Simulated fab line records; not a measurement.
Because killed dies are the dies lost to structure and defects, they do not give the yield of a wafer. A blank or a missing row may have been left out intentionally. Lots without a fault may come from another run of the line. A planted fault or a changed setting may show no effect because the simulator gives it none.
Comparing a struck lot with a sound one | flow berkeleyCmos170 | 15 out of 331 route steps
Sound: these wafers, L335.3, L335.4, L335.6. Wafers struck: L341.2, L341.3, L341.4. Last of all comes the cause.
Each step with rows lists, per side, the tool, then ch with its chambers, then its first start. Under that, the readings that differ: sound wafers | struck wafers | difference of the means | sigmas: that difference in standard deviations of wafers without a fault.
alike: a reading whose means differ by less than 2 such deviations, as well as words and numbers matching on both sides. not compared: withheld readings; readings where some wafer has no value; bounds like >300 that might hide an equal value; numbers whose values overlap and for which the record gives no deviation.
Wherever a step has rows on one side only, a row that says differs or no value, or a row with sigmas, the two part there. Numbers that don't overlap but have no deviation are shown without sigmas and don't part them. A reading that every wafer of one side lacks parts them only if that side has two wafers or more.

UCB170_PWELL_THK_MEAS_03:
  struck on filmMetro-04, day 6 17:04; sound on filmMetro-04, day 5 08:03
  alike: PWELL_OXIDE_THK
then, 2 steps without rows for these wafers: UCB170_PWELL_ANNEAL_04 (time 900 s); UCB170_PWELL_CVD_05 (deposits Si3N4 from SiH2Cl2/NH3, target thk 220 nm, time 3300 s).
UCB170_PWELL_THK_MEAS_06:
  struck on filmMetro-03, day 6 21:48; sound on filmMetro-03, day 5 14:33
  alike: PWELL_NITRIDE_THK
then, 6 steps without rows for these wafers: UCB170_PWELL_HMDS_07 (prime time 60 s); UCB170_PWELL_COAT_08 (resist thk 900 nm); UCB170_PWELL_SOFTBAKE_09 (time 60 s); UCB170_PWELL_EXPOSE_10 (exposes mask PWELL, target cd 3000 nm); UCB170_PWELL_PEB_11; UCB170_PWELL_DEVELOP_12 (develop time 45 s).
UCB170_PWELL_OVL_MEAS_13:
  struck on overlay-02, day 6 23:35; sound on overlay-01, day 5 15:47
  alike: PWELL_OVL
UCB170_PWELL_ETCH_14: etches Si3N4 in CH3F/Ar/O2, stops on SiO2, target depth 242 nm, time 151 s.
  sound on rieDiel-02 ch 0,1, day 5 15:48; struck on rieDiel-01 ch 0,1,2, day 6 23:37
  alike: drypumpMotorCurrentA, oesProductAu, throttleValvePct
  not compared: rfHoursCounterH
UCB170_PWELL_IMPLANT_15:
  sound on implanter-04 ch 0, day 5 15:57; struck on implanter-01 ch 0, day 6 23:44
reading                  | sound                | struck               | difference | sigmas
beamEnergyKeV            | 59.977 59.989 59.964 | 57.385 57.350 57.340 | -2.618     | -99 or more
model.implant.rpNm (nm)  | 190.9 190.9 190.9    | 182 182 182          | -9         | 
model.implant.drpNm (nm) | 64.7 64.7 64.7       | 63.18 63.18 63.18    | -1.52      | 
  alike: endStationPressureTorr
UCB170_PWELL_STRIP_16: strips in O2.
  sound on plasmaAsher-02 ch 0,1, day 5 16:05; struck on plasmaAsher-02 ch 0,1, day 6 23:52
reading                  | sound             | struck            | difference | sigmas
stripTimeToEndpointS (s) | 18.23 18.20 18.18 | 18.01 18.04 18.02 | -0.18      | -3
  alike: drypumpMotorCurrentA, oesProductAu
  not compared: rfHoursCounterH
-- the record jumps here: 4 days lie between the struck wafers' starts before and after (it left off in module PWELL and takes up again in module M3, whose first step shown is number 331 of the route) --
UCB170_M3_PROBE_99:
  the record has rows for the struck wafers here (prober-01, day 11 09:53) and none for the sound ones

== WHERE THEY PART ==
First at UCB170_PWELL_IMPLANT_15; last, within this record, at UCB170_M3_PROBE_99.

WHY: what had been put in by the simulator
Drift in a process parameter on implanter-01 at UCB170_PWELL_IMPLANT_15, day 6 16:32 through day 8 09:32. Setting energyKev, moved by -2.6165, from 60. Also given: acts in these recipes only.
